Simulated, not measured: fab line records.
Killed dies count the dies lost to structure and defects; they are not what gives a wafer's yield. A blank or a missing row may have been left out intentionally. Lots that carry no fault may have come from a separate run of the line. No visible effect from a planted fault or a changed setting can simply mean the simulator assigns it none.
Which tool is to blame? || flow berkeley-cmos170 || Sampling: 14 lots, 42 wafers, 6 of 331 route steps

== WHAT THE GAUGES SHOWED, per wafer ==
UCB170_SILICIDE_RS_MEAS_02: measures by four-point-probe. Usual: SILICIDE_TI_RS 27.14 ohm/sq, standard deviation 0.28.
{"lot": "L339", "measured": "day 6 17:53", "on": "film-metro-04", "SILICIDE_TI_RS (ohm/sq)": "27.23 27.09 26.93", "flag": ""}
{"lot": "L341", "measured": "day 7 02:43", "on": "film-metro-04", "SILICIDE_TI_RS (ohm/sq)": "27.47 27.45 27.21", "flag": ""}
{"lot": "L340", "measured": "day 7 03:04", "on": "film-metro-03", "SILICIDE_TI_RS (ohm/sq)": "27.62 27.07 27.18", "flag": ""}
{"lot": "L342", "measured": "day 7 12:41", "on": "film-metro-04", "SILICIDE_TI_RS (ohm/sq)": "27.15 27.18 27.08", "flag": ""}
{"lot": "L344", "measured": "day 8 02:25", "on": "film-metro-04", "SILICIDE_TI_RS (ohm/sq)": "27.52 27.16 27.15", "flag": ""}
{"lot": "L346", "measured": "day 8 12:20", "on": "film-metro-04", "SILICIDE_TI_RS (ohm/sq)": "27.22 27.10 27.10", "flag": ""}
{"lot": "L347", "measured": "day 8 12:28", "on": "film-metro-01", "SILICIDE_TI_RS (ohm/sq)": "27.12 26.80 27.16", "flag": ""}
{"lot": "L349", "measured": "day 9 04:28", "on": "film-metro-01", "SILICIDE_TI_RS (ohm/sq)": "27.55 27.43 27.72", "flag": ""}
{"lot": "L352", "measured": "day 9 05:20", "on": "film-metro-04", "SILICIDE_TI_RS (ohm/sq)": "27.18 26.88 27.46", "flag": ""}
{"lot": "L350", "measured": "day 9 04:59", "on": "film-metro-03", "SILICIDE_TI_RS (ohm/sq)": "27.61 27.59 27.54", "flag": ""}
{"lot": "L351", "measured": "day 9 04:50", "on": "film-metro-04", "SILICIDE_TI_RS (ohm/sq)": "27.30 27.13 27.46", "flag": ""}
{"lot": "L353", "measured": "day 9 15:02", "on": "film-metro-03", "SILICIDE_TI_RS (ohm/sq)": "27.25 26.99 27.56", "flag": ""}
{"lot": "L357", "measured": "day 10 09:05", "on": "film-metro-01", "SILICIDE_TI_RS (ohm/sq)": "27.25 27.14 27.35", "flag": ""}
{"lot": "L359", "measured": "day 11 00:52", "on": "film-metro-04", "SILICIDE_TI_RS (ohm/sq)": "27.29 27.26 26.92", "flag": ""}

UCB170_SILICIDE_THK_MEAS_03: measures by xrf. Usual: SILICIDE_TI_THK 28.9 nm, standard deviation 0.35.
{"lot": "L339", "measured": "day 6 17:59", "on": "film-metro-04", "SILICIDE_TI_THK (nm)": "28.8 29.0 29.0", "flag": ""}
{"lot": "L341", "measured": "day 7 02:49", "on": "film-metro-04", "SILICIDE_TI_THK (nm)": "28.5 28.6 28.8", "flag": ""}
{"lot": "L340", "measured": "day 7 03:11", "on": "film-metro-03", "SILICIDE_TI_THK (nm)": "28.3 28.9 28.8", "flag": ""}
{"lot": "L342", "measured": "day 7 12:47", "on": "film-metro-04", "SILICIDE_TI_THK (nm)": "28.8 28.8 29.0", "flag": ""}
{"lot": "L344", "measured": "day 8 02:32", "on": "film-metro-04", "SILICIDE_TI_THK (nm)": "28.7 29.1 29.1", "flag": ""}
{"lot": "L346", "measured": "day 8 12:27", "on": "film-metro-04", "SILICIDE_TI_THK (nm)": "29.2 29.2 29.4", "flag": ""}
{"lot": "L347", "measured": "day 8 12:35", "on": "film-metro-01", "SILICIDE_TI_THK (nm)": "28.7 29.1 28.7", "flag": ""}
{"lot": "L349", "measured": "day 9 04:35", "on": "film-metro-01", "SILICIDE_TI_THK (nm)": "28.2 28.2 28.0", "flag": ""}
{"lot": "L352", "measured": "day 9 05:27", "on": "film-metro-04", "SILICIDE_TI_THK (nm)": "28.9 29.2 28.7", "flag": ""}
{"lot": "L350", "measured": "day 9 05:05", "on": "film-metro-03", "SILICIDE_TI_THK (nm)": "28.4 28.5 28.6", "flag": ""}
{"lot": "L351", "measured": "day 9 04:57", "on": "film-metro-04", "SILICIDE_TI_THK (nm)": "29.0 29.0 28.7", "flag": ""}
{"lot": "L353", "measured": "day 9 15:09", "on": "film-metro-03", "SILICIDE_TI_THK (nm)": "28.8 29.1 28.6", "flag": ""}
{"lot": "L357", "measured": "day 10 09:12", "on": "film-metro-01", "SILICIDE_TI_THK (nm)": "28.6 28.8 28.4", "flag": ""}
{"lot": "L359", "measured": "day 11 00:58", "on": "film-metro-04", "SILICIDE_TI_THK (nm)": "28.9 28.8 29.4", "flag": ""}

UCB170_M1_RS_MEAS_01: measures by four-point-probe. Usual: M1_AL_RS 0.0484 ohm/sq, standard deviation 0.0005.
{"lot": "L339", "measured": "day 6 23:02", "on": "film-metro-01", "M1_AL_RS (ohm/sq)": "0.0490 0.0487 0.0486", "flag": ""}
{"lot": "L341", "measured": "day 7 09:10", "on": "film-metro-02", "M1_AL_RS (ohm/sq)": "0.0478 0.0476 0.0475", "flag": ""}
{"lot": "L340", "measured": "day 7 09:46", "on": "film-metro-01", "M1_AL_RS (ohm/sq)": "0.0483 0.0481 0.0480", "flag": ""}
{"lot": "L342", "measured": "day 7 17:35", "on": "film-metro-03", "M1_AL_RS (ohm/sq)": "0.0490 0.0499 0.0492", "flag": ""}
{"lot": "L344", "measured": "day 8 07:13", "on": "film-metro-03", "M1_AL_RS (ohm/sq)": "0.0488 0.0482 0.0481", "flag": ""}
{"lot": "L346", "measured": "day 8 18:48", "on": "film-metro-01", "M1_AL_RS (ohm/sq)": "0.0479 0.0476 0.0470", "flag": ""}
{"lot": "L347", "measured": "day 8 19:10", "on": "film-metro-03", "M1_AL_RS (ohm/sq)": "0.0491 0.0484 0.0484", "flag": ""}
{"lot": "L349", "measured": "day 9 10:26", "on": "film-metro-02", "M1_AL_RS (ohm/sq)": "0.0482 0.0484 0.0483", "flag": ""}
{"lot": "L352", "measured": "day 9 12:26", "on": "film-metro-01", "M1_AL_RS (ohm/sq)": "0.0484 0.0487 0.0487", "flag": ""}
{"lot": "L350", "measured": "day 9 11:55", "on": "film-metro-03", "M1_AL_RS (ohm/sq)": "0.0483 0.0483 0.0482", "flag": ""}
{"lot": "L351", "measured": "day 9 09:38", "on": "film-metro-02", "M1_AL_RS (ohm/sq)": "0.0481 0.0482 0.0479", "flag": ""}
{"lot": "L353", "measured": "day 9 20:41", "on": "film-metro-02", "M1_AL_RS (ohm/sq)": "0.0489 0.0484 0.0483", "flag": ""}
{"lot": "L357", "measured": "day 10 15:00", "on": "film-metro-01", "M1_AL_RS (ohm/sq)": "0.0488 0.0486 0.0467", "flag": ""}
{"lot": "L359", "measured": "day 11 06:49", "on": "film-metro-03", "M1_AL_RS (ohm/sq)": "0.0484 0.0460 0.0482", "flag": ""}

UCB170_M1_THK_MEAS_02: measures by xrf. Usual: M1_AL_THK 601 nm, standard deviation 6.9.
{"lot": "L339", "measured": "day 6 23:08", "on": "film-metro-01", "M1_AL_THK (nm)": "594 595 594", "flag": ""}
{"lot": "L341", "measured": "day 7 09:16", "on": "film-metro-02", "M1_AL_THK (nm)": "608 613 617", "flag": ""}
{"lot": "L340", "measured": "day 7 09:53", "on": "film-metro-01", "M1_AL_THK (nm)": "600 601 602", "flag": ""}
{"lot": "L342", "measured": "day 7 17:41", "on": "film-metro-03", "M1_AL_THK (nm)": "593 586 592", "flag": ""}
{"lot": "L344", "measured": "day 8 07:20", "on": "film-metro-03", "M1_AL_THK (nm)": "597 608 603", "flag": ""}
{"lot": "L346", "measured": "day 8 18:55", "on": "film-metro-01", "M1_AL_THK (nm)": "606 610 615", "flag": ""}
{"lot": "L347", "measured": "day 8 19:16", "on": "film-metro-03", "M1_AL_THK (nm)": "592 605 602", "flag": ""}
{"lot": "L349", "measured": "day 9 10:33", "on": "film-metro-02", "M1_AL_THK (nm)": "609 602 604", "flag": ""}
{"lot": "L352", "measured": "day 9 12:32", "on": "film-metro-01", "M1_AL_THK (nm)": "595 593 594", "flag": ""}
{"lot": "L350", "measured": "day 9 12:01", "on": "film-metro-03", "M1_AL_THK (nm)": "607 607 606", "flag": ""}
{"lot": "L351", "measured": "day 9 09:45", "on": "film-metro-02", "M1_AL_THK (nm)": "611 608 608", "flag": ""}
{"lot": "L353", "measured": "day 9 20:49", "on": "film-metro-02", "M1_AL_THK (nm)": "594 606 604", "flag": ""}
{"lot": "L357", "measured": "day 10 15:07", "on": "film-metro-01", "M1_AL_THK (nm)": "591 593 619", "flag": ""}
{"lot": "L359", "measured": "day 11 06:55", "on": "film-metro-03", "M1_AL_THK (nm)": "602 632 604", "flag": ""}

== WHAT TOOL EACH LOT RAN ON (gives the tool, then ch and the chambers of the sampled wafers, and finally the start) ==
{"lot": "L339", "UCB170_PSD_STRIP_09": "plasma-asher-02 ch 0,1, day 6 14:11", "UCB170_M1_SPUTTER_00": "pvd-sputter-03, day 6 22:57"}
{"lot": "L341", "UCB170_PSD_STRIP_09": "plasma-asher-03 ch 0,1, day 6 22:52", "UCB170_M1_SPUTTER_00": "pvd-sputter-02, day 7 09:04"}
{"lot": "L340", "UCB170_PSD_STRIP_09": "plasma-asher-02 ch 0,1, day 6 23:07", "UCB170_M1_SPUTTER_00": "pvd-sputter-03, day 7 09:43"}
{"lot": "L342", "UCB170_PSD_STRIP_09": "plasma-asher-02 ch 0,1, day 7 06:22", "UCB170_M1_SPUTTER_00": "pvd-sputter-01, day 7 17:28"}
{"lot": "L344", "UCB170_PSD_STRIP_09": "plasma-asher-02 ch 0,1, day 7 19:58", "UCB170_M1_SPUTTER_00": "pvd-sputter-02, day 8 07:09"}
{"lot": "L346", "UCB170_PSD_STRIP_09": "plasma-asher-02 ch 1, day 8 07:44", "UCB170_M1_SPUTTER_00": "pvd-sputter-02, day 8 18:43"}
{"lot": "L347", "UCB170_PSD_STRIP_09": "plasma-asher-01 ch 0,1, day 8 07:59", "UCB170_M1_SPUTTER_00": "pvd-sputter-03, day 8 19:05"}
{"lot": "L349", "UCB170_PSD_STRIP_09": "plasma-asher-01 ch 1, day 8 22:58", "UCB170_M1_SPUTTER_00": "pvd-sputter-01, day 9 10:22"}
{"lot": "L352", "UCB170_PSD_STRIP_09": "plasma-asher-02 ch 0,1, day 8 23:13", "UCB170_M1_SPUTTER_00": "pvd-sputter-02, day 9 12:21"}
{"lot": "L350", "UCB170_PSD_STRIP_09": "plasma-asher-03 ch 0,1, day 8 23:22", "UCB170_M1_SPUTTER_00": "pvd-sputter-03, day 9 11:49"}
{"lot": "L351", "UCB170_PSD_STRIP_09": "plasma-asher-01 ch 0,1, day 8 23:34", "UCB170_M1_SPUTTER_00": "pvd-sputter-03, day 9 09:34"}
{"lot": "L353", "UCB170_PSD_STRIP_09": "plasma-asher-02 ch 0,1, day 9 10:59", "UCB170_M1_SPUTTER_00": "pvd-sputter-02, day 9 20:38"}
{"lot": "L357", "UCB170_PSD_STRIP_09": "plasma-asher-01 ch 0,1, day 10 05:41", "UCB170_M1_SPUTTER_00": "pvd-sputter-03, day 10 14:56"}
{"lot": "L359", "UCB170_PSD_STRIP_09": "plasma-asher-02 ch 0,1, day 10 20:58", "UCB170_M1_SPUTTER_00": "pvd-sputter-03, day 11 06:44"}
- UCB170_PSD_STRIP_09: strips in O2.
- UCB170_M1_SPUTTER_00: material Al, target thk 600 nm, time 80 s.

== AS READ BY THE TOOLS THEMSELVES (means over the sampled wafers that have a number; for cases with no such wafer, the mark the record gives instead) ==
UCB170_PSD_STRIP_09. Usual: drypump-motor-current-A 5.4 A, standard deviation 0.38; oes-product-au 0.603 a.u., standard deviation 0.005; strip-time-to-endpoint-s 29.22 s, standard deviation 0.077.
{"lot": "L339", "tool": "plasma-asher-02", "drypump-motor-current-A (A)": 5.3, "oes-product-au (a.u.)": 0.603, "strip-time-to-endpoint-s (s)": 29.15, "flag": ""}
{"lot": "L341", "tool": "plasma-asher-03", "drypump-motor-current-A (A)": 5.4, "oes-product-au (a.u.)": 0.601, "strip-time-to-endpoint-s (s)": 29.36, "flag": ""}
{"lot": "L340", "tool": "plasma-asher-02", "drypump-motor-current-A (A)": 5.3, "oes-product-au (a.u.)": 0.600, "strip-time-to-endpoint-s (s)": 29.22, "flag": ""}
{"lot": "L342", "tool": "plasma-asher-02", "drypump-motor-current-A (A)": 5.3, "oes-product-au (a.u.)": 0.604, "strip-time-to-endpoint-s (s)": 29.12, "flag": ""}
{"lot": "L344", "tool": "plasma-asher-02", "drypump-motor-current-A (A)": 5.3, "oes-product-au (a.u.)": 0.607, "strip-time-to-endpoint-s (s)": 29.21, "flag": ""}
{"lot": "L346", "tool": "plasma-asher-02", "drypump-motor-current-A (A)": 5.3, "oes-product-au (a.u.)": 0.604, "strip-time-to-endpoint-s (s)": 29.33, "flag": ""}
{"lot": "L347", "tool": "plasma-asher-01", "drypump-motor-current-A (A)": 5.2, "oes-product-au (a.u.)": 0.600, "strip-time-to-endpoint-s (s)": 29.21, "flag": ""}
{"lot": "L349", "tool": "plasma-asher-01", "drypump-motor-current-A (A)": 4.8, "oes-product-au (a.u.)": 0.604, "strip-time-to-endpoint-s (s)": 29.18, "flag": ""}
{"lot": "L352", "tool": "plasma-asher-02", "drypump-motor-current-A (A)": 5.3, "oes-product-au (a.u.)": 0.601, "strip-time-to-endpoint-s (s)": 29.14, "flag": ""}
{"lot": "L350", "tool": "plasma-asher-03", "drypump-motor-current-A (A)": 5.4, "oes-product-au (a.u.)": 0.604, "strip-time-to-endpoint-s (s)": 29.25, "flag": ""}
{"lot": "L351", "tool": "plasma-asher-01", "drypump-motor-current-A (A)": 5.5, "oes-product-au (a.u.)": 0.602, "strip-time-to-endpoint-s (s)": 29.15, "flag": ""}
{"lot": "L353", "tool": "plasma-asher-02", "drypump-motor-current-A (A)": 5.4, "oes-product-au (a.u.)": 0.598, "strip-time-to-endpoint-s (s)": 29.30, "flag": ""}
{"lot": "L357", "tool": "plasma-asher-01", "drypump-motor-current-A (A)": 5.2, "oes-product-au (a.u.)": 0.608, "strip-time-to-endpoint-s (s)": 29.21, "flag": ""}
{"lot": "L359", "tool": "plasma-asher-02", "drypump-motor-current-A (A)": 5.3, "oes-product-au (a.u.)": 0.603, "strip-time-to-endpoint-s (s)": 29.22, "flag": ""}

UCB170_M1_SPUTTER_00. Usual: throttle-valve-pct reads 30.1 % (standard deviation 1.3).
{"lot": "L339", "tool": "pvd-sputter-03", "throttle-valve-pct (%)": 29.5, "flag": ""}
{"lot": "L341", "tool": "pvd-sputter-02", "throttle-valve-pct (%)": 30.4, "flag": ""}
{"lot": "L340", "tool": "pvd-sputter-03", "throttle-valve-pct (%)": 30.0, "flag": ""}
{"lot": "L342", "tool": "pvd-sputter-01", "throttle-valve-pct (%)": 31.1, "flag": ""}
{"lot": "L344", "tool": "pvd-sputter-02", "throttle-valve-pct (%)": 29.9, "flag": ""}
{"lot": "L346", "tool": "pvd-sputter-02", "throttle-valve-pct (%)": 30.0, "flag": ""}
{"lot": "L347", "tool": "pvd-sputter-03", "throttle-valve-pct (%)": 29.8, "flag": ""}
{"lot": "L349", "tool": "pvd-sputter-01", "throttle-valve-pct (%)": 30.9, "flag": ""}
{"lot": "L352", "tool": "pvd-sputter-02", "throttle-valve-pct (%)": 29.2, "flag": ""}
{"lot": "L350", "tool": "pvd-sputter-03", "throttle-valve-pct (%)": 29.0, "flag": ""}
{"lot": "L351", "tool": "pvd-sputter-03", "throttle-valve-pct (%)": 29.8, "flag": ""}
{"lot": "L353", "tool": "pvd-sputter-02", "throttle-valve-pct (%)": 29.8, "flag": ""}
{"lot": "L357", "tool": "pvd-sputter-03", "throttle-valve-pct (%)": 28.9, "flag": ""}
{"lot": "L359", "tool": "pvd-sputter-03", "throttle-valve-pct (%)": 29.2, "flag": ""}

== THE ANSWER, worked out from the rows above alone ==
Rule: take the mean of a lot's wafers that have a number; if it is more than 3 standard deviations from the usual mean, the lot is off. Also off: a lot with no number at a reading for which 4 or more lots have one. The other lots that the step has rows for count as sound. Order of review: gauges by route order, followed by the tools' own readings, for which a lot's mean as printed above is used. The first step at which some lot is off is used, and at that step the reading that is off furthest; a lot without a number counts as furthest.
No lot is off at any reading shown: from this, nothing can be told.

== WHAT HAD BEEN PUT IN BY THE SIMULATOR ==
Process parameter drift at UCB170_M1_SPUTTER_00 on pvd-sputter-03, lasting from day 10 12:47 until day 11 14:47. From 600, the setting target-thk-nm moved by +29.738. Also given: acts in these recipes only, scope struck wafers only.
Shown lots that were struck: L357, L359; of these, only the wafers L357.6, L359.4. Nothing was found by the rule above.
